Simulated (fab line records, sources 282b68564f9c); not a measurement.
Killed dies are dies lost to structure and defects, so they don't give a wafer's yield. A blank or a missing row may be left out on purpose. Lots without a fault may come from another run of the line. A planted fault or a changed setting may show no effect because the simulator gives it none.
fab line records | flow rit_cmos
record lots=14 wafers=42 last_day=7
route steps=202 shown M1@196
lots that met no fault: from a run of the same line without faults
start_h: hours from the record's first day to the start of the lot's first wafer shown | wait_h: hours since the lot's step before | " the same as in the row above | L1.1+2: a row that stands for several wafers | - no value, or no start given | * or withheld: withheld | < > ~ a bound
route shown NAME@n: a module of which the file shows steps, and the number in the route of the first | usual: mean/standard deviation of fault-free wafers | same: alike in all rows | chamber/n: place in a boat | sites: the reading at each site | _std_site: their standard deviation | _edge_site: outer sites' mean less inner sites' | radius_mm: how far each site lies from the wafer's centre | mask NAME#n: copy n | behind: the tool/chamber that last shaped the wafer | hold: why the lot was held/for how many hours/how that ended | device: the transistor (n, p or np) that didn't switch | end of line: the same wafers' tests at the end of the route | a step without rows: its recipe alone | killed: dies lost to structure and defects at the first sort, not the wafer's yield | map: a wafer's dies, x killed, . not, _ none there
set.NAME: the setting as run; set.NAME@STEP: as run at that earlier step | model.NAME: the simulator's own value behind a step, which no gauge read
steps of the route over a sample of lots; a table a step, a row a wafer
services: from which hour (start_h, from the record's first day; less than 0 if before it) a tool's chamber was out of use, for how many hours, and why
## steps
# step RIT_M1_METAL_ETCH_12
# recipe stop_on=SiO2 chemistry=Cl2/BCl3 target=Al time_s=165 over_etch_frac=0.5 pressure_mtorr=100 target_depth_a=6000 rf_w=250 Cl2_flow_sccm=60 bcl3_flow_sccm=50
# usual bcl3_flow_sccm=49.98/0.15 chamber_pressure_mTorr=100.00/0.096 drypump_motor_current_A=5.83/0.28 oes_product_au=0.782/0.01 throttle_valve_pct=8.14/0.13
# columns lot.wafer tool chamber start_h wait_h bcl3_flow_sccm chamber_pressure_mTorr drypump_motor_current_A oes_product_au rf_hours_counter_h throttle_valve_pct
L970.4 rie_metal-04 1 60.53 0.1 50.20 100.13 5.94 0.797 - 8.34
L970.5 " 1 " " 49.99 99.97 5.94 0.798 - 8.33
L970.6 " 0 " " 49.97 99.82 5.78 0.766 - 7.94
L971.1 rie_metal-02 1 66.13 0.2 49.90 99.97 5.52 0.771 2 8.13
L971.3 " 0 " " 49.94 100.08 6.34 0.780 - 8.19
L971.6 " 0 " " 49.94 100.10 6.34 0.779 - 8.18
L973.3 rie_metal-03 1 75.87 0.2 49.93 100.00 5.57 0.787 - 8.02
L973.5 " 0 " " 49.89 100.10 5.67 0.801 - 8.25
L973.6 " 1 " " 50.12 99.87 5.55 0.807 - 8.04
L972.2 rie_metal-04 0 76.06 0.2 49.89 99.93 5.79 0.773 1 7.95
L972.3 " 1 " " 49.99 100.14 5.96 0.783 - 8.33
L972.6 " 1 " " 50.05 100.01 5.99 0.787 - 8.34
L976.2 rie_metal-03 1 88.06 0.2 50.25 100.06 5.56 0.792 33 8.01
L976.3 " 0 " " 49.93 100.08 5.65 0.793 - 8.24
L976.6 " 1 " " 50.22 99.96 5.58 0.791 - 8.02
L975.2 rie_metal-04 1 89.91 0.2 49.90 99.92 5.97 0.784 1 8.32
L975.3 " 0 " " 49.80 100.04 5.78 0.758 - 7.94
L975.4 " 1 " " 50.02 99.80 5.96 0.778 - 8.34
L978.2 rie_metal-03 0 96.45 0.2 50.01 100.01 5.69 0.796 37 8.24
L978.4 " 0 " " 50.20 99.96 5.68 0.785 - 8.24
L978.6 " 0 " " 50.05 99.97 5.68 0.791 - 8.23
L979.1 rie_metal-04 1 99.84 0.2 49.97 100.07 5.96 0.789 1 8.34
L979.4 " 0 " " 49.88 100.19 5.79 0.774 - 7.94
L979.5 " 1 " " 49.96 99.96 5.97 0.794 - 8.34
L981.1 rie_metal-03 1 115.92 0.2 49.93 100.16 5.58 0.790 33 8.02
L981.2 " 0 " " 50.22 100.08 5.69 0.787 38 8.25
L981.6 " 0 " " 50.12 100.04 5.68 0.786 - 8.22
L983.2 rie_metal-02 1 121.28 0.2 49.87 100.15 5.56 0.775 3 8.13
L983.3 " 1 " " 49.84 100.13 5.55 0.780 - 8.13
L983.5 " 0 " " 50.11 99.96 6.33 0.776 - 8.19
L987.1 rie_metal-04 0 143.69 0.2 - - - - - -
L987.3 " 1 " " - - - - - -
L987.4 " 0 " " - - - - - -
L988.2 rie_metal-02 0 146.92 0.2 - - - - - -
L988.3 " 1 " " - - - - - -
L988.6 " 0 " " - - - - - -
L992.2 rie_metal-04 0 170.37 0.2 49.86 99.81 5.79 0.781 2 7.96
L992.4 " 0 " " 50.10 99.91 5.79 0.782 - 7.94
L992.6 " 0 " " 49.87 100.13 5.78 0.776 - 7.93
L993.1 rie_metal-03 0 171.73 0.2 49.98 99.93 5.68 0.783 0 8.24
L993.4 " 1 " " 49.89 100.06 5.59 0.781 - 8.03
L993.6 " 0 " " 50.00 99.95 5.68 0.790 - 8.23
# step RIT_M1_CD_MEAS_90
# recipe target_cd_nm=2600
# usual cd_nm=2601/3.1
# columns lot.wafer tool chamber start_h wait_h cd_nm
L970.4 cd_sem-01 - 61.05 0.1 2599
L970.5 " - " " 2597
L970.6 " - " " 2602
L971.1 cd_sem-01 - 66.65 0.1 2604
L971.3 " - " " 2603
L971.6 " - " " 2603
L973.3 cd_sem-01 - 76.38 0.1 2596
L973.5 " - " " 2596
L973.6 " - " " 2595
L972.2 cd_sem-02 - 76.64 0.2 2601
L972.3 " - " " 2597
L972.6 " - " " 2599
L976.2 cd_sem-02 - 88.67 0.1 2598
L976.3 " - " " 2601
L976.6 " - " " 2599
L975.2 cd_sem-01 - 90.62 0.1 2600
L975.3 " - " " 2602
L975.4 " - " " 2598
L978.2 cd_sem-02 - 96.98 0.1 2602
L978.4 " - " " 2603
L978.6 " - " " 2605
L979.1 cd_sem-01 - 100.35 0.1 2602
L979.4 " - " " 2604
L979.5 " - " " 2601
L981.1 cd_sem-02 - 116.61 0.1 2601
L981.2 " - " " 2602
L981.6 " - " " 2601
L983.2 cd_sem-02 - 121.81 0.1 2608
L983.3 " - " " 2604
L983.5 " - " " 2604
L987.1 cd_sem-01 - 144.22 0.1 -
L987.3 " - " " -
L987.4 " - " " -
L988.2 cd_sem-02 - 147.62 0.1 -
L988.3 " - " " -
L988.6 " - " " -
L992.2 cd_sem-02 - 170.92 0.1 2605
L992.4 " - " " 2602
L992.6 " - " " 2605
L993.1 cd_sem-02 - 172.42 0.1 2602
L993.4 " - " " 2599
L993.6 " - " " 2602
# step RIT_M1_PROBE_99
# usual defect_limited_yield=97.1/1.3 killed_at_M0_to_M3=0.0/0.12 killed_at_contacts=0.1/0.25 killed_at_front_end=8/3.3 killed_dies=8/3.3 killed_on_rim=2.2/1.6 killed_open=3.9/2.1 killed_short=3.8/2.2 sort_bin_3_pad_short=0.1/0.23 sort_bin_5_function=1.7/0.93 sort_bin_6_memory=1.0/0.68 sort_n_pass=256/3.3 sort_yield_pct=97.1/1.3
# same gross_dies=264 killed_at_M4_up=0 killed_at_back_side=0 killed_at_other=0
# columns lot.wafer tool chamber start_h wait_h defect_limited_yield[%] killed_at_M0_to_M3 killed_at_contacts killed_at_front_end killed_dies killed_on_rim killed_open killed_short sort_bin_3_pad_short[%] sort_bin_5_function[%] sort_bin_6_memory[%] sort_n_pass sort_yield_pct[%]
L970.4 prober-01 - 63.67 0.2 96.6 0 0 9 9 6 2 7 0 1.9 1.5 255 96.6
L970.5 prober-01 - 63.72 0.2 97.0 0 0 8 8 3 6 2 0 1.9 1.1 256 97.0
L970.6 prober-01 - 63.77 0.2 96.6 0 0 9 9 3 7 2 0.4 3.0 0 255 96.6
L971.1 prober-02 - 68.39 0.1 94.7 0 0 14 14 4 7 7 0 3.4 1.9 250 94.7
L971.3 prober-02 - 68.49 0.2 96.6 0 0 9 9 3 3 6 0.8 1.9 0.8 255 96.6
L971.6 prober-02 - 68.64 0.2 98.9 0 0 3 3 1 0 3 0 0.4 0.8 261 98.9
L972.2 prober-02 - 79.51 0.1 97.7 0 0 6 6 3 5 1 0 1.9 0.4 258 97.7
L972.3 prober-02 - 79.56 0.2 97.0 0 0 8 8 2 4 4 0.4 1.5 1.1 256 97.0
L972.6 prober-02 - 79.71 0.2 96.6 0 0 9 9 2 4 5 0 3.0 0.4 255 96.6
L973.3 prober-01 - 79.56 0.2 97.7 0 0 6 6 1 3 3 0 1.1 1.1 258 97.7
L973.5 prober-01 - 79.66 0.2 98.5 0 0 4 4 0 0 4 0.8 0.8 0 260 98.5
L973.6 prober-01 - 79.71 0.2 97.7 0 0 6 6 1 3 3 0 1.1 1.1 258 97.7
L976.2 prober-01 - 91.97 0.1 94.7 0 0 14 14 5 5 9 0.4 3.4 1.5 250 94.7
L976.3 prober-01 - 92.02 0.2 94.7 0 0 14 14 6 7 7 0.4 2.7 2.3 250 94.7
L976.6 prober-01 - 92.17 0.2 95.8 0 1 10 11 3 7 4 0 2.3 1.9 253 95.8
L975.2 prober-02 - 92.59 0.1 98.9 0 0 3 3 1 2 1 0.4 0.4 0.4 261 98.9
L975.3 prober-02 - 92.64 0.2 96.6 0 0 9 9 2 7 2 0 1.5 1.9 255 96.6
L975.4 prober-02 - 92.69 0.2 98.1 0 0 5 5 2 2 3 0.4 1.5 0 259 98.1
L978.2 prober-02 - 98.75 0.1 97.0 0 0 8 8 4 3 5 0 1.9 1.1 256 97.0
L978.4 prober-02 - 98.85 0.2 98.9 0 0 3 3 1 1 2 0 0.8 0.4 261 98.9
L978.6 prober-02 - 98.95 0.2 95.8 0 0 11 11 2 7 4 0 2.3 1.9 253 95.8
L979.1 prober-01 - 103.67 0.1 97.7 0 0 6 6 1 2 4 0.4 0.4 1.5 258 97.7
L979.4 prober-01 - 103.82 0.2 97.3 0 0 7 7 5 3 4 0.4 1.1 1.1 257 97.3
L979.5 prober-01 - 103.87 0.2 97.0 0 0 8 8 0 5 3 0 1.1 1.9 256 97.0
L981.1 prober-01 - 118.67 0.1 96.6 0 0 9 9 4 6 3 0 1.1 2.3 255 96.6
L981.2 prober-01 - 118.72 0.1 97.0 0 0 8 8 2 2 6 0 2.3 0.8 256 97.0
L981.6 prober-01 - 118.92 0.2 95.5 0 0 12 12 3 4 8 0 2.7 1.9 252 95.5
L983.2 prober-01 - 123.58 0.1 97.7 0 0 6 6 3 4 2 0 1.9 0.4 258 97.7
L983.3 prober-01 - 123.63 0.2 97.7 0 0 6 6 3 5 1 0.4 1.1 0.8 258 97.7
L983.5 prober-01 - 123.73 0.2 98.9 0 0 3 3 0 0 3 0 0 1.1 261 98.9
L987.1 prober-01 - 145.96 0.1 0 260 0 4 264 70 1 3 0.4 99.6 0 0 0
L987.3 prober-01 - 146.06 0.2 0 254 0 10 264 70 8 2 0 98.9 1.1 0 0
L987.4 prober-01 - 146.11 0.2 0 249 0 15 264 70 9 6 0.4 97.3 2.3 0 0
L988.2 prober-02 - 149.39 0.1 0 257 0 7 264 70 4 3 0 99.2 0.8 0 0
L988.3 prober-02 - 149.44 0.2 0 261 0 3 264 70 2 2 0 99.2 0.8 0 0
L988.6 prober-02 - 149.59 0.2 0 250 1 13 264 70 8 6 0 98.5 1.5 0 0
L992.2 prober-02 - 173.79 0.1 96.2 0 0 10 10 3 3 6 0 2.7 1.1 254 96.2
L992.4 prober-02 - 173.89 0.2 95.8 0 0 11 11 2 5 6 0 1.1 3.0 253 95.8
L992.6 prober-02 - 173.99 0.2 96.2 0 0 10 10 1 4 6 0 2.3 1.5 254 96.2
L993.1 prober-01 - 175.24 0.1 99.6 0 0 1 1 1 1 0 0 0.4 0 263 99.6
L993.4 prober-01 - 175.39 0.2 97.3 0 0 7 7 1 5 2 0 2.3 0.4 257 97.3
L993.6 prober-01 - 175.49 0.2 97.3 0 0 7 7 0 4 2 0 2.3 0.4 257 97.3
# killed by level:class
L970.4 SILICIDE:geometric_particle:short=3 REOX:geometric_particle:short=2 FOX2:geometric_particle:short=1 GATE:geometric_particle:open=1 GATE:geometric_particle:short=1 SPACER:geometric_particle:open=1
L970.5 GATE:geometric_particle:open=3 SPACER:geometric_particle:short=2 REOX:geometric_particle:open=1 SPACER:geometric_particle:open=1 SILICIDE:geometric_particle:open=1
L970.6 SILICIDE:geometric_particle:open=3 FOX1:geometric_particle:open=2 REOX:geometric_particle:open=1 REOX:geometric_particle:short=1 SPACER:geometric_particle:open=1 SILICIDE:geometric_particle:short=1
L971.1 GATE:geometric_particle:open=4 GATE:geometric_particle:short=3 FOX2:geometric_particle:open=2 FOX1:geometric_particle:short=1 FOX2:geometric_particle:short=1 REOX:geometric_particle:short=1 REOX:geometric_particle:open=1 SILICIDE:geometric_particle:short=1
L971.3 FOX2:geometric_particle:short=2 GATE:geometric_particle:open=2 FOX1:geometric_particle:short=1 GATE:geometric_particle:short=1 SPACER:geometric_particle:short=1 SILICIDE:geometric_particle:short=1 SILICIDE:geometric_particle:open=1
L971.6 GATE:geometric_particle:short=3
L972.2 GATE:geometric_particle:open=2 SILICIDE:geometric_particle:open=2 FOX1:geometric_particle:open=1 GATE:geometric_particle:short=1
L972.3 FOX1:geometric_particle:short=2 GATE:geometric_particle:short=2 FOX1:geometric_particle:open=1 FOX2:geometric_particle:open=1 GATE:geometric_particle:open=1 REOX:geometric_particle:open=1
L973.3 SPACER:geometric_particle:short=2 GATE:geometric_particle:open=1 GATE:geometric_particle:short=1 REOX:geometric_particle:open=1 SILICIDE:geometric_particle:open=1
L973.5 SPACER:geometric_particle:short=2 GATE:geometric_particle:short=1 SILICIDE:geometric_particle:short=1
L972.6 GATE:geometric_particle:short=3 GATE:geometric_particle:open=2 SILICIDE:geometric_particle:open=2 FOX1:geometric_particle:short=1 REOX:geometric_particle:short=1
L973.6 GATE:geometric_particle:open=2 REOX:geometric_particle:short=2 REOX:geometric_particle:open=1 SILICIDE:geometric_particle:short=1
L976.2 GATE:geometric_particle:short=5 GATE:geometric_particle:open=3 FOX1:geometric_particle:short=2 REOX:geometric_particle:open=2 REOX:geometric_particle:short=1 SPACER:geometric_particle:short=1
L976.3 GATE:geometric_particle:open=3 REOX:geometric_particle:open=3 FOX1:geometric_particle:short=2 REOX:geometric_particle:short=2 ACTIVE:geometric_particle:short=1 FOX1:geometric_particle:open=1 GATE:geometric_particle:short=1 SILICIDE:geometric_particle:short=1
L976.6 SILICIDE:geometric_particle:open=3 FOX1:geometric_particle:short=2 FOX1:geometric_particle:open=2 GATE:geometric_particle:open=2 REOX:geometric_particle:short=1 CONTACT:geometric_particle:short=1
L975.2 FOX1:geometric_particle:open=1 REOX:geometric_particle:short=1 SPACER:geometric_particle:open=1
L975.3 GATE:geometric_particle:open=5 SILICIDE:geometric_particle:short=2 SILICIDE:geometric_particle:open=2
L975.4 SPACER:geometric_particle:short=2 GATE:geometric_particle:short=1 GATE:geometric_particle:open=1 SILICIDE:geometric_particle:open=1
L978.2 SPACER:geometric_particle:short=2 FOX1:geometric_particle:short=1 FOX1:geometric_particle:open=1 FOX2:geometric_particle:open=1 GATE:geometric_particle:open=1 GATE:geometric_particle:short=1 REOX:geometric_particle:short=1
L978.4 FOX1:geometric_particle:short=1 GATE:geometric_particle:short=1 SPACER:geometric_particle:open=1
L978.6 FOX1:geometric_particle:open=3 GATE:geometric_particle:open=2 REOX:geometric_particle:open=2 FOX1:geometric_particle:short=1 GATE:geometric_particle:short=1 REOX:geometric_particle:short=1 SPACER:geometric_particle:short=1
L979.1 GATE:geometric_particle:open=2 GATE:geometric_particle:short=2 SPACER:geometric_particle:short=2
L979.4 SPACER:geometric_particle:short=2 SILICIDE:geometric_particle:open=2 FOX1:geometric_particle:short=1 FOX2:geometric_particle:open=1 FOX2:geometric_particle:short=1
L979.5 FOX1:geometric_particle:short=2 FOX1:geometric_particle:open=2 SPACER:geometric_particle:open=2 FOX2:geometric_particle:short=1 SILICIDE:geometric_particle:open=1
L981.1 FOX2:geometric_particle:short=2 GATE:geometric_particle:open=2 SPACER:geometric_particle:open=2 SILICIDE:geometric_particle:open=2 GATE:geometric_particle:short=1
L981.2 SILICIDE:geometric_particle:short=3 GATE:geometric_particle:short=2 FOX2:geometric_particle:short=1 GATE:geometric_particle:open=1 SILICIDE:geometric_particle:open=1
L981.6 GATE:geometric_particle:short=5 SPACER:geometric_particle:open=4 REOX:geometric_particle:short=1 SPACER:geometric_particle:short=1 SILICIDE:geometric_particle:short=1
L983.2 SILICIDE:geometric_particle:open=2 FOX1:geometric_particle:open=1 GATE:geometric_particle:open=1 GATE:geometric_particle:short=1 REOX:geometric_particle:short=1
L983.3 GATE:geometric_particle:open=2 REOX:geometric_particle:open=2 GATE:geometric_particle:short=1 SILICIDE:geometric_particle:open=1
L983.5 FOX1:geometric_particle:short=1 FOX2:geometric_particle:short=1 REOX:geometric_particle:short=1
L987.1 M1:area_etch=260 GATE:geometric_particle:short=2 REOX:geometric_particle:short=1 REOX:geometric_particle:open=1
L987.3 M1:area_etch=254 GATE:geometric_particle:open=4 SPACER:geometric_particle:open=3 GATE:geometric_particle:short=1 REOX:geometric_particle:open=1 SPACER:geometric_particle:short=1
L987.4 M1:area_etch=249 GATE:geometric_particle:open=7 GATE:geometric_particle:short=3 SPACER:geometric_particle:short=2 SILICIDE:geometric_particle:open=2 REOX:geometric_particle:short=1
L988.2 M1:area_etch=257 SPACER:geometric_particle:open=3 GATE:geometric_particle:short=1 GATE:geometric_particle:open=1 REOX:geometric_particle:short=1 SPACER:geometric_particle:short=1
L988.3 M1:area_etch=260 GATE:geometric_particle:short=1 SPACER:geometric_particle:short=1 SILICIDE:geometric_particle:open=1 M1:geometric_particle:open=1
L988.6 M1:area_etch=250 GATE:geometric_particle:open=4 FOX1:geometric_particle:open=2 FOX1:geometric_particle:short=1 FOX2:geometric_particle:short=1 GATE:geometric_particle:short=1 REOX:geometric_particle:short=1 SPACER:geometric_particle:open=1
L992.2 GATE:geometric_particle:short=4 REOX:geometric_particle:short=2 GATE:geometric_particle:open=1 REOX:geometric_particle:open=1 SPACER:geometric_particle:open=1 PWELL:coat_microbubble_printed=1
L992.4 GATE:geometric_particle:short=3 FOX1:geometric_particle:open=2 FOX2:geometric_particle:short=2 FOX1:geometric_particle:short=1 FOX2:geometric_particle:open=1 GATE:geometric_particle:open=1 SILICIDE:geometric_particle:open=1
L992.6 GATE:geometric_particle:short=2 GATE:geometric_particle:open=2 SILICIDE:geometric_particle:short=2 FOX1:geometric_particle:open=1 FOX2:geometric_particle:short=1 SPACER:geometric_particle:short=1 SILICIDE:geometric_particle:open=1
L993.1 GATE:geometric_particle:open=1
L993.4 GATE:geometric_particle:open=3 FOX1:geometric_particle:open=1 FOX2:geometric_particle:short=1 GATE:geometric_particle:short=1 REOX:geometric_particle:open=1
L993.6 FOX1:geometric_particle:short=2 FOX1:geometric_particle:open=2 GATE:geometric_particle:open=2 GATE:coat_microbubble_printed=1
## services
# columns tool chamber start_h hours kind
rie_metal-03 - 89.51 1.4 pm
rie_metal-02 0 91.56 1.2 repair
rie_metal-03 - 127.16 1.6 repair
rie_metal-03 - 136.12 20.0 pm
rie_metal-03 0 136.12 20.0 vent_cycle
rie_metal-03 1 136.12 20.0 vent_cycle
rie_metal-03 0 156.12 - clean
rie_metal-03 1 156.12 - clean
## key
first_sign step=RIT_M1_METAL_ETCH_12 reading=tool_record direction=missing
effect step=RIT_M1_CD_MEAS_90 reading=cd_nm direction=missing
effect step=RIT_M1_PROBE_99 reading=killed_at_M0_to_M3 direction=up sigmas=99+ usual=0.0 struck=255.2
more_kills_born_at RIT_M1_METAL_ETCH_12@rie_metal-02=767 RIT_M1_METAL_ETCH_12@rie_metal-04=763
met_at RIT_M1_METAL_ETCH_12
struck_lots L987,L988
later_rows_left_out L987.1,L987.3,L987.4,L988.2,L988.3,L988.6
onset_between 121.28 143.69
fault kind=skipped_step_whole tool=rie_metal-02,rie_metal-04 chamber=- onset_h=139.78 steps=RIT_M1_METAL_ETCH_12 scope=struck_lots_only
# later_rows_left_out: the simulator's readings of these wafers behind a module that went badly wrong aren't trusted and aren't shown, but for the sort
